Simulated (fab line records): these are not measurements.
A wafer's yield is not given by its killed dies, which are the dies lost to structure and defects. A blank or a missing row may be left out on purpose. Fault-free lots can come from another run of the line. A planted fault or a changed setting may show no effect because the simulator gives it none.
Which tool is to blame?	flow ritCmos	6 lots, 18 wafers sampled, at 2 steps of a route of 202

== WHAT EACH GAUGE READ, for each wafer ==
RIT_GATE_THK_MEAS_09.
lot	measured	on	GATE_POLY_THK (nm)
L855	day 2 21:49	filmMetro-01	250.2 252.8 250.5
L857	day 3 08:07	filmMetro-02	251.1 250.5 250.3
L860	day 4 03:59	filmMetro-01	251.3 252.6 250.1
L864	day 4 18:36	filmMetro-01	92.7 92.0 91.8
L866	day 5 05:36	filmMetro-02	251.4 254.5 252.2
L874	day 6 20:52	filmMetro-01	251.7 249.4 249.6

== WHAT TOOL EACH LOT RAN ON (gives the tool, then ch and the chambers of the sampled wafers, and finally the start) ==
lot	RIT_GATE_CVD_08
L855	lpcvd-01 ch 0, day 2 20:12
L857	lpcvd-02 ch 0, day 3 06:29
L860	lpcvd-01 ch 0, day 4 02:22
L864	lpcvd-01 ch 1, day 4 16:57
L866	lpcvd-02 ch 1, day 5 03:57
L874	lpcvd-02 ch 0, day 6 18:26
- RIT_GATE_CVD_08: deposits poly-Si from SiH4, target thk 250 nm, time 2220 s.

== THE ANSWER, worked out from the rows above alone ==
Rule: the usual values come from the lots themselves. Put in order of their means at a reading, lots are off if they are a third of the lots or fewer, leave a main group of 4 or more, and stand apart from it by a gap of 3 or more times the standard deviation of the main group's means; of several such gaps the widest counts. The tables above print the reading to a certain number of digits; a main group whose means all agree to those digits is not used. A lot without any number at a reading at which 4 lots or more have one is off too. The other lots that the step has rows for count as sound.
Off: L864, at RIT_GATE_THK_MEAS_09 (GATE_POLY_THK). The main group has a mean of 251.2 nm with a standard deviation of 0.84.
A tool fits if, at a process step before that reading, it ran every lot that is off, and no sound lot after the first of them. The gauges at RIT_GATE_THK_MEAS_09 are tried like those tools. One fits: lpcvd-01 at RIT_GATE_CVD_08. Its last sound lot is L860 (day 4 02:22), its first lot that is off L864 (day 4 16:57): a fault that began between those two fits.

== WHAT THE SIMULATOR HAD INSERTED ==
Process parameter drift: lpcvd-01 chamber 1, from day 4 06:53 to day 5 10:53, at RIT_GATE_CVD_08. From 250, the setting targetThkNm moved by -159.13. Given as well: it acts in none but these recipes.
Struck lots among those shown: L864. The rule above found the same.
